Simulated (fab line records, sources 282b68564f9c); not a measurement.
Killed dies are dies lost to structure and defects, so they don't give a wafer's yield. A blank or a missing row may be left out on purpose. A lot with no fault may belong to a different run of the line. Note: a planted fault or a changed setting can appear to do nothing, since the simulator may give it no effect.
fab line records	flow rit-cmos
[record] lots = 5	wafers = 15	last-day = 8
route steps=202 shown CONTACT@172 M1@184
lots that met no fault: taken from a fault-free run of the same line
start-h: hours from the record's first day to the start of the lot's first wafer shown	wait-h: how many hours have passed since the lot's step before this one	" as in the row above	L1.1+2: several wafers, shown together as one row	- either no value or no given start	* or withheld: withheld	< > ~ a bound
route shown NAME@n: a module of which the file shows steps, and the number in the route of the first	usual: mean/standard deviation of fault-free wafers	same: alike in all rows	chamber/n: place in a boat	sites: per-site readings	_std_site: their standard deviation	_edge_site: mean of outer sites minus mean of inner sites	radius-mm: how far each site lies from the wafer's centre	mask NAME#n: copy n	behind: tool/chamber where the wafer was last shaped	hold: what put the lot on hold/how long, in hours/how the hold closed	device: the transistor (n, p or np) that didn't switch	end of line: the same wafers' tests at the end of the route	a step given without rows: its recipe and nothing more	killed: the dies lost at the first sort to structure and to defects; this is not the yield of the wafer	map: a wafer's dies, marking killed ones x, the rest . and places with no die _
set.NAME: the setting that was run; set.NAME@STEP: the one run at that earlier step	model.NAME: the simulator's own value behind a step, which no gauge read
lots at selected steps of the route; one table per step, one row per wafer
services: a tool's chamber out of use, with start hour (start-h, from the record's first day; less than 0 if before it), hours out, and reason
[[steps]]
[step RIT_CONTACT_SOFTBAKE_04]
[recipe] resist = NOVOLAK	temp-c = 90	time-s = 60
[step RIT_CONTACT_EXPOSE_05]
[recipe] mask-id = M11	na = 0.6	source-shape = conventional	sigma-outer = 0.5	target-cd-nm = 1000	dose-mj = 250
[step RIT_CONTACT_PEB_06]
[recipe] resist = NOVOLAK	temp-c = withheld	time-s = withheld
[step RIT_CONTACT_DEVELOP_07]
[recipe] resist = NOVOLAK	develop-time-s = 120	dev-temp-c = 23
[step RIT_CONTACT_CD_MEAS_08]
[recipe] target-cd-nm = 1000
[usual] cd-nm = 1000.4/2
lot.wafer	tool	chamber	start-h	wait-h	cd-nm
L197.2	cd-sem-01	-	92.01	-	996.6
L197.3	"	-	"	"	998.2
L197.6	"	-	"	"	996.9
L198.1	cd-sem-01	-	99.18	-	1001.1
L198.3	"	-	"	"	1000.8
L198.5	"	-	"	"	1001.1
L203.2	cd-sem-01	-	119.00	-	1003.8
L203.3	"	-	"	"	1003.3
L203.5	"	-	"	"	1002.0
L208.1	cd-sem-02	-	138.31	-	1003.0
L208.2	"	-	"	"	1002.7
L208.3	"	-	"	"	1003.9
L214.1	cd-sem-01	-	182.02	-	1000.9
L214.5	"	-	"	"	999.3
L214.6	"	-	"	"	1002.3
[step RIT_CONTACT_OVL_MEAS_09]
[usual] CONTACT_OVL = -1.3/1.6
lot.wafer	tool	chamber	start-h	wait-h	CONTACT_OVL[nm]
L197.2	overlay-01	-	92.12	0.1	-3.1
L197.3	"	-	"	"	-0.7
L197.6	"	-	"	"	-1.1
L198.1	overlay-02	-	99.30	0.1	-1.8
L198.3	"	-	"	"	-1.3
L198.5	"	-	"	"	-0.6
L203.2	overlay-02	-	119.10	0.1	0.5
L203.3	"	-	"	"	1.1
L203.5	"	-	"	"	0.0
L208.1	overlay-01	-	138.43	0.1	-2.6
L208.2	"	-	"	"	-2.0
L208.3	"	-	"	"	-1.2
L214.1	overlay-01	-	182.14	0.1	-0.7
L214.5	"	-	"	"	-1.0
L214.6	"	-	"	"	-0.3
[step RIT_CONTACT_HARDBAKE_10]
[recipe] resist = NOVOLAK	temp-c = 140	time-s = 60
[step RIT_CONTACT_ETCH_11]
[recipe] target-depth-a = 4800	over-etch-frac = 0.2	stop-on = TiSi2	chemistry = CHF3/CF4/Ar	target = SiO2	CHF3_flow_sccm = 50	cf4-flow-sccm = 10	Ar_flow_sccm = 100	O2_flow_sccm = 5	pressure-mtorr = 100	rf-w = 200	time-s = 320
[usual] CHF3_flow_sccm = 49.98/0.13	chamber-pressure-mTorr = 100.00/0.097	drypump-motor-current-A = 5.4/0.47	mfc-ar-sccm = 100.03/0.29	oes-product-au = 0.987/0.014	throttle-valve-pct = 8.86/0.087
lot.wafer	tool	chamber	start-h	wait-h	CHF3_flow_sccm	chamber-pressure-mTorr	drypump-motor-current-A	mfc-ar-sccm	oes-product-au	rf-hours-counter-h	throttle-valve-pct
L197.2	rie-diel-03	3	92.30	0.1	50.10	100.09	6.3	100.37	0.970	7	8.80
L197.3	"	1	"	"	49.90	100.01	5.0	99.62	0.993	46	8.99
L197.6	"	0	"	"	50.06	99.93	5.1	100.36	0.994	-	8.92
L198.1	rie-diel-02	2	99.49	0.1	50.04	99.82	5.9	99.67	0.968	7	8.91
L198.3	"	1	"	"	50.01	99.93	5.9	100.04	0.985	50	8.90
L198.5	"	2	"	"	50.26	100.00	5.9	100.22	0.966	-	8.90
L203.2	rie-diel-04	1	119.28	0.1	50.03	100.13	5.1	99.93	0.990	134	8.81
L203.3	"	0	"	"	49.82	100.06	5.6	100.48	0.993	58	8.75
L203.5	"	3	"	"	49.87	99.92	5.1	99.60	0.984	-	8.94
L208.1	rie-diel-03	0	138.62	0.1	50.12	99.99	5.1	100.32	0.994	19	8.93
L208.2	"	3	"	"	50.04	100.03	6.3	100.27	0.974	8	8.78
L208.3	"	2	"	"	49.84	99.98	4.7	99.84	0.972	121	8.80
L214.1	rie-diel-02	2	182.33	0.1	49.88	99.98	5.9	100.05	0.970	9	8.92
L214.5	"	1	"	"	50.11	99.85	5.9	100.31	0.982	-	8.90
L214.6	"	2	"	"	50.02	100.10	5.9	100.01	0.966	-	8.91
[step RIT_CONTACT_STRIP_12]
[recipe] chemistry = O2	time-s = 180	resist = NOVOLAK	platen-temp-c = withheld	power-w = 500	pressure-mtorr = 4000	o2-flow-sccm = 4000
[usual] chamber-pressure-mTorr = 4000/3.8	drypump-motor-current-A = 6.02/0.29
lot.wafer	tool	chamber	start-h	wait-h	chamber-pressure-mTorr	drypump-motor-current-A	rf-hours-counter-h
L197.2	plasma-asher-01	0	92.49	0.1	3999	6.16	31
L197.3	"	1	"	"	3997	5.62	-
L197.6	"	1	"	"	3998	5.62	-
L198.1	plasma-asher-04	0	99.68	0.1	3994	6.29	46
L198.3	"	1	"	"	4016	6.04	-
L198.5	"	0	"	"	4000	6.27	-
L203.2	plasma-asher-01	1	119.48	0.1	3998	5.63	35
L203.3	"	1	"	"	3997	5.61	-
L203.5	"	0	"	"	4005	6.14	-
L208.1	plasma-asher-04	1	138.81	0.1	3997	6.06	2
L208.2	"	0	"	"	4005	6.25	2
L208.3	"	1	"	"	4010	6.05	-
L214.1	plasma-asher-03	0	182.52	0.1	3997	5.57	54
L214.5	"	1	"	"	4004	6.41	-
L214.6	"	0	"	"	3998	5.56	-
[step RIT_CONTACT_CD_MEAS_90]
[recipe] target-cd-nm = 1000
[usual] cd-nm = 1000.4/2.1
lot.wafer	tool	chamber	start-h	wait-h	cd-nm
L197.2	cd-sem-02	-	92.69	0.1	997.3
L197.3	"	-	"	"	998.2
L197.6	"	-	"	"	996.8
L198.1	cd-sem-02	-	99.86	0.1	1001.2
L198.3	"	-	"	"	1000.7
L198.5	"	-	"	"	1001.5
L203.2	cd-sem-02	-	119.67	0.1	1003.9
L203.3	"	-	"	"	1002.8
L203.5	"	-	"	"	1001.6
L208.1	cd-sem-02	-	138.99	0.1	1003.2
L208.2	"	-	"	"	1002.8
L208.3	"	-	"	"	1004.3
L214.1	cd-sem-02	-	182.70	0.1	1000.9
L214.5	"	-	"	"	999.4
L214.6	"	-	"	"	1002.2
[step RIT_CONTACT_CLEAN_13]
[recipe] chemistry = SC1	mix = 3:3:50	time-s = 600	temp-c = 75
[step RIT_CONTACT_CLEAN_14]
[recipe] chemistry = SC2	mix = 3:3:50	time-s = 600	temp-c = 75	dry = n2-spin
[step RIT_M1_SPUTTER_00]
[recipe] material = Al	target-thk-nm = 400	power-w = 2000	chamber-pressure-pa = 0.4	gas = Ar	time-s = 500	substrate-temp-c = 25
[usual] substrate-temp-c = 25.00/0.11	throttle-valve-pct = 29.8/0.87
lot.wafer	tool	chamber	start-h	wait-h	substrate-temp-c	throttle-valve-pct	model.Al_of_M1_SPUTTER_00.thk-nm
L197.2	pvd-sputter-01	-	93.33	0.0	24.96	30.4	394
L197.3	"	-	"	"	25.17	30.9	395.4
L197.6	"	-	"	"	24.95	29.6	400.1
L198.1	pvd-sputter-04	-	100.35	0.0	24.86	28.4	395.7
L198.3	"	-	"	"	24.87	28.3	394.7
L198.5	"	-	"	"	25.17	29.4	391
L203.2	pvd-sputter-04	-	120.15	0.0	25.08	30.3	392.4
L203.3	"	-	"	"	25.16	29.4	439
L203.5	"	-	"	"	25.03	29.4	439
L208.1	pvd-sputter-01	-	139.46	0.0	24.95	30.2	397.8
L208.2	"	-	"	"	24.99	30.7	397.2
L208.3	"	-	"	"	25.09	30.3	396.6
L214.1	pvd-sputter-01	-	183.19	0.0	25.05	30.0	397.7
L214.5	"	-	"	"	25.07	29.5	397.3
L214.6	"	-	"	"	24.99	30.3	395.9
[step RIT_M1_RS_MEAS_01]
[recipe] thk-meas-gauge = four-point-probe	reads = Al_of_M1_SPUTTER_00
[usual] M1_AL_RS = 0.0740/0.00075
lot.wafer	tool	chamber	start-h	wait-h	M1_AL_RS[ohm/sq]
L197.2	film-metro-04	-	93.64	0.2	0.0745
L197.3	"	-	"	"	0.0744
L197.6	"	-	"	"	0.0735
L198.1	film-metro-02	-	100.64	0.1	0.0742
L198.3	"	-	"	"	0.0744
L198.5	"	-	"	"	0.0750
L203.2	film-metro-01	-	120.47	0.2	0.0751
L203.3	"	-	"	"	0.0668
L203.5	"	-	"	"	0.0668
L208.1	film-metro-04	-	139.75	0.1	0.0740
L208.2	"	-	"	"	0.0740
L208.3	"	-	"	"	0.0741
L214.1	film-metro-01	-	183.48	0.1	0.0740
L214.5	"	-	"	"	0.0740
L214.6	"	-	"	"	0.0743
[step RIT_M1_THK_MEAS_02]
[recipe] thk-meas-gauge = xrf	reads = Al_of_M1_SPUTTER_00
[usual] M1_AL_THK = 404/4.9
lot.wafer	tool	chamber	start-h	wait-h	M1_AL_THK[nm]
L197.2	film-metro-04	-	93.75	0.1	400
L197.3	"	-	"	"	404
L197.6	"	-	"	"	406
L198.1	film-metro-02	-	100.76	0.1	405
L198.3	"	-	"	"	404
L198.5	"	-	"	"	399
L203.2	film-metro-01	-	120.58	0.1	396
L203.3	"	-	"	"	444
L203.5	"	-	"	"	443
L208.1	film-metro-04	-	139.87	0.1	405
L208.2	"	-	"	"	402
L208.3	"	-	"	"	405
L214.1	film-metro-01	-	183.60	0.1	401
L214.5	"	-	"	"	397
L214.6	"	-	"	"	397
[step RIT_M1_HMDS_03]
[recipe] prime-time-s = 60	prime-temp-c = 140
[step RIT_M1_COAT_04]
[recipe] resist = NOVOLAK	spin-rpm = 2000	resist-thk-nm = 1300
[step RIT_M1_SOFTBAKE_05]
[recipe] resist = NOVOLAK	temp-c = 90	time-s = 60
[step RIT_M1_EXPOSE_06]
[recipe] mask-id = M12	na = 0.6	source-shape = conventional	sigma-outer = 0.5	target-cd-nm = 2600	dose-mj = 250
[step RIT_M1_PEB_07]
[recipe] resist = NOVOLAK	temp-c = withheld	time-s = withheld
[step RIT_M1_DEVELOP_08]
[recipe] resist = NOVOLAK	develop-time-s = 68	dev-temp-c = 23
[step RIT_M1_CD_MEAS_09]
[recipe] target-cd-nm = 2600
[usual] cd-nm = 2599.8/2.1
lot.wafer	tool	chamber	start-h	wait-h	cd-nm
L197.2	cd-sem-01	-	94.79	-	2601.2
L197.3	"	-	"	"	2598.9
L197.6	"	-	"	"	2600.6
L198.1	cd-sem-01	-	102.27	-	2599.2
L198.3	"	-	"	"	2598.8
L198.5	"	-	"	"	2597.8
L203.2	cd-sem-02	-	121.53	-	2597.3
L203.3	"	-	"	"	2597.5
L203.5	"	-	"	"	2596.7
L208.1	cd-sem-01	-	140.81	-	2597.1
L208.2	"	-	"	"	2598.6
L208.3	"	-	"	"	2596.8
L214.1	cd-sem-02	-	185.00	-	2599.0
L214.5	"	-	"	"	2598.0
L214.6	"	-	"	"	2601.1
[step RIT_M1_OVL_MEAS_10]
[usual] M1_OVL = -0.8/1.6
lot.wafer	tool	chamber	start-h	wait-h	M1_OVL[nm]
L197.2	overlay-01	-	94.90	0.1	0.0
L197.3	"	-	"	"	-0.5
L197.6	"	-	"	"	-1.6
L198.1	overlay-01	-	102.39	0.1	-0.7
L198.3	"	-	"	"	-1.9
L198.5	"	-	"	"	-2.0
L203.2	overlay-02	-	121.64	0.1	-4.1
L203.3	"	-	"	"	-2.0
L203.5	"	-	"	"	-3.4
L208.1	overlay-02	-	140.93	0.1	0.3
L208.2	"	-	"	"	0.6
L208.3	"	-	"	"	1.7
L214.1	overlay-02	-	185.12	0.1	-1.0
L214.5	"	-	"	"	0.8
L214.6	"	-	"	"	0.8
[step RIT_M1_HARDBAKE_11]
[recipe] resist = NOVOLAK	temp-c = 140	time-s = 120
[step RIT_M1_METAL_ETCH_12]
[recipe] stop-on = SiO2	chemistry = Cl2/BCl3	target = Al	time-s = 165	over-etch-frac = 0.5	pressure-mtorr = 100	target-depth-a = 6000	rf-w = 250	Cl2_flow_sccm = 60	bcl3-flow-sccm = 50
[usual] chamber-pressure-mTorr = 100.00/0.087	drypump-motor-current-A = 5.7/0.53	oes-product-au = 0.775/0.011	throttle-valve-pct = 8.40/0.12
lot.wafer	tool	chamber	start-h	wait-h	chamber-pressure-mTorr	drypump-motor-current-A	oes-product-au	rf-hours-counter-h	throttle-valve-pct
L197.2	rie-metal-02	0	95.19	0.2	100.05	5.8	0.768	1	8.52
L197.3	"	0	"	"	99.85	5.8	0.772	-	8.53
L197.6	"	1	"	"	100.14	6.4	0.796	-	8.40
L198.1	rie-metal-04	1	102.68	0.2	100.07	4.9	0.762	31	8.23
L198.3	"	1	"	"	100.05	4.9	0.766	-	8.23
L198.5	"	1	"	"	100.07	4.9	0.755	-	8.25
L203.2	rie-metal-02	1	121.92	0.2	99.89	6.4	0.787	1	8.40
L203.3	"	0	"	"	100.11	5.8	0.817	-	8.53
L203.5	"	1	"	"	99.93	6.4	0.841	-	8.40
L208.1	rie-metal-02	0	141.22	0.2	100.09	5.8	0.768	2	8.53
L208.2	"	1	"	"	100.22	6.4	0.787	2	8.40
L208.3	"	0	"	"	99.96	5.8	0.769	-	8.53
L214.1	rie-metal-02	0	185.69	0.2	99.99	5.7	0.776	2	8.50
L214.5	"	1	"	"	99.92	6.4	0.789	-	8.40
L214.6	"	0	"	"	99.99	5.7	0.773	-	8.52
[step RIT_M1_STRIP_13]
[recipe] chemistry = nmp	resist = NOVOLAK	temp-c = 80	time-s = 600	dry = n2-spin
[step RIT_M1_PROBE_99]
[usual] defect-limited-yield = 97.6/1	killed-at-contacts = 0.1/0.23	killed-at-front-end = 6.2/2.8	killed-dies = 6.3/2.7	killed-open = 3.1/2	killed-short = 3.2/1.8	sort_bin_3_pad_short = 0.1/0.18	sort_bin_5_function = 1.3/0.73	sort_bin_6_memory = 1.0/0.62	sort-n-pass = 257.7/2.7	sort-yield-pct = 97.6/1
[same] gross-dies = 264	killed_at_M0_to_M3 = 0	killed_at_M4_up = 0	killed-at-back-side = 0	killed-at-other = 0
lot.wafer	tool	chamber	start-h	wait-h	defect-limited-yield[%]	killed-at-contacts	killed-at-front-end	killed-dies	killed-open	killed-short	sort_bin_3_pad_short[%]	sort_bin_5_function[%]	sort_bin_6_memory[%]	sort-n-pass	sort-yield-pct[%]	model.etest.m1.rs-ohm-sq
L197.2	prober-02	-	97.51	0.1	97.7	0	6	6	4	2	0	1.1	1.1	258.0	97.7	0.07377
L197.3	prober-02	-	97.56	0.2	98.5	0	4	4	3	1	0	0.8	0.8	260.0	98.5	0.07364
L197.6	prober-02	-	97.71	0.2	97.0	0	8	8	5	3	0.4	1.9	0.8	256.0	97.0	0.07256
L198.1	prober-02	-	106.59	0.1	98.1	0	5	5	2	3	0	1.1	0.8	259.0	98.1	0.0736
L198.3	prober-02	-	106.69	0.2	96.6	0	9	9	6	3	0	2.7	0.8	255.0	96.6	0.07341
L198.5	prober-02	-	106.79	0.2	98.9	0	3	3	2	1	0	0	1.1	261.0	98.9	0.07358
L203.2	prober-01	-	124.25	0.1	97.0	0	8	8	5	3	0	2.7	0.4	256.0	97.0	0.07442
L203.3	prober-01	-	124.30	0.2	97.0	0	8	8	1	7	0	2.7	0.4	256.0	97.0	0.06658
L203.5	prober-01	-	124.40	0.2	97.3	0	7	7	5	2	0	1.5	1.1	257.0	97.3	0.0656
L208.1	prober-02	-	143.89	0.1	97.0	0	8	8	5	3	0	1.9	1.1	256.0	97.0	0.07257
L208.2	prober-02	-	143.94	0.1	95.8	1	10	11	5	6	0.4	3.0	0.8	253.0	95.8	0.07275
L208.3	prober-02	-	143.99	0.2	96.6	0	9	9	4	5	0.4	1.5	1.5	255.0	96.6	0.07324
L214.1	prober-02	-	187.95	0.1	98.9	1	2	3	1	2	0.4	0.4	0.4	261.0	98.9	0.07276
L214.5	prober-02	-	188.15	0.2	98.5	0	4	4	2	2	0.4	0.4	0.8	260.0	98.5	0.07287
L214.6	prober-02	-	188.20	0.2	97.3	1	6	7	5	2	0	1.1	1.5	257.0	97.3	0.07305
// killed by level:class
L197.2 FOX1:geometric-particle:open=1 FOX2:geometric-particle:open=1 GATE:geometric-particle:short=1 REOX:geometric-particle:short=1 SPACER:geometric-particle:open=1 SILICIDE:geometric-particle:open=1
L197.3 FOX1:geometric-particle:short=1 FOX2:geometric-particle:open=1 GATE:geometric-particle:open=1 SILICIDE:geometric-particle:open=1
L197.6 FOX1:geometric-particle:open=2 GATE:geometric-particle:open=1 GATE:geometric-particle:short=1 REOX:geometric-particle:open=1 SPACER:geometric-particle:short=1 SPACER:geometric-particle:open=1 STARTING-WAFER:geometric-particle:short=1
L198.1 FOX1:geometric-particle:short=1 GATE:geometric-particle:open=1 REOX:geometric-particle:open=1 SPACER:geometric-particle:short=1 SILICIDE:geometric-particle:short=1
L198.3 SPACER:geometric-particle:open=4 GATE:geometric-particle:short=3 GATE:geometric-particle:open=2
L198.5 GATE:geometric-particle:open=2 ACTIVE:geometric-particle:short=1
L203.2 FOX1:geometric-particle:open=2 GATE:geometric-particle:open=2 GATE:geometric-particle:short=1 REOX:geometric-particle:short=1 REOX:geometric-particle:open=1 SPACER:geometric-particle:short=1
L203.3 SPACER:geometric-particle:short=3 FOX1:geometric-particle:short=2 GATE:geometric-particle:short=2 GATE:geometric-particle:open=1
L203.5 GATE:geometric-particle:open=2 SILICIDE:geometric-particle:open=2 FOX1:geometric-particle:open=1 GATE:geometric-particle:short=1 REOX:geometric-particle:short=1
L208.1 FOX1:geometric-particle:open=1 FOX2:geometric-particle:open=1 GATE:geometric-particle:open=1 GATE:geometric-particle:short=1 REOX:geometric-particle:open=1 SPACER:geometric-particle:short=1 SILICIDE:geometric-particle:short=1 SILICIDE:geometric-particle:open=1
L208.2 FOX2:geometric-particle:short=2 FOX1:geometric-particle:short=1 FOX1:geometric-particle:open=1 GATE:geometric-particle:open=1 REOX:geometric-particle:open=1 REOX:geometric-particle:short=1 SPACER:geometric-particle:open=1 SPACER:geometric-particle:short=1
L208.3 GATE:geometric-particle:short=3 GATE:geometric-particle:open=2 REOX:geometric-particle:short=1 REOX:geometric-particle:open=1 SPACER:geometric-particle:short=1 SILICIDE:geometric-particle:open=1
L214.1 GATE:geometric-particle:short=1 SPACER:geometric-particle:open=1 CONTACT:geometric-particle:short=1
L214.5 REOX:geometric-particle:short=2 GATE:geometric-particle:open=1 SPACER:geometric-particle:open=1
L214.6 GATE:geometric-particle:open=3 FOX1:geometric-particle:open=1 SILICIDE:geometric-particle:open=1 SILICIDE:geometric-particle:short=1 CONTACT:geometric-particle:short=1
[[services]]
tool	chamber	start-h	hours	kind
rie-diel-04	2	79.69	2.3	repair
rie-diel-04	-	85.92	0.3	repair
rie-diel-04	0	91.03	4.7	repair
rie-diel-02	3	97.35	7.3	repair
pvd-sputter-01	-	99.46	6.6	repair
rie-metal-04	0	101.85	2.4	repair
plasma-asher-04	-	108.75	9.0	pm
plasma-asher-04	0	108.75	9.0	vent-cycle
plasma-asher-04	1	108.75	9.0	vent-cycle
rie-diel-04	2	109.71	2.6	repair
pvd-sputter-01	-	115.72	1.0	repair
rie-diel-02	3	116.69	4.2	repair
plasma-asher-04	0	117.75	-	clean
plasma-asher-04	1	117.75	-	clean
rie-diel-02	2	129.56	2.0	repair
rie-metal-04	-	136.12	20.0	pm
rie-metal-04	0	136.12	20.0	vent-cycle
rie-metal-04	1	136.12	20.0	vent-cycle
rie-diel-04	0	150.11	4.5	repair
rie-metal-04	0	156.12	-	clean
rie-metal-04	1	156.12	-	clean
rie-metal-04	1	164.06	16.1	repair
rie-diel-03	-	164.18	4.3	pm
rie-metal-04	0	168.38	2.7	repair
[[key]]
[first-sign] step = RIT_M1_RS_MEAS_01	reading = M1_AL_RS	direction = down	sigmas = 9.6	usual = 0.0740	struck = 0.0668
[effect] step = RIT_M1_THK_MEAS_02	reading = M1_AL_THK	direction = up	sigmas = 8	usual = 404	struck = 444
[effect] step = RIT_M1_METAL_ETCH_12	reading = oes-product-au	direction = up	sigmas = 4.9	usual = 0.775	struck = 0.829
[model-effect] step = RIT_M1_SPUTTER_00	value = Al_of_M1_SPUTTER_00.thk-nm	without = 392.4	struck = 439
[model-effect] step = RIT_M1_PROBE_99	value = etest.m1.rs-ohm-sq	without = 0.07394	struck = 0.06609
met-at RIT_M1_SPUTTER_00
struck-wafers L203.3,L203.5
onset-between 100.35 120.15
[fault] kind = process-parameter-drift	tool = pvd-sputter-04	chamber = -	onset-h = 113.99	steps = RIT_M1_SPUTTER_00	channel = target-thk-nm	offset = 46.641	shape = step	end-h = 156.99	acts-in = these-recipes-only	stated = 400	scope = struck-wafers-only
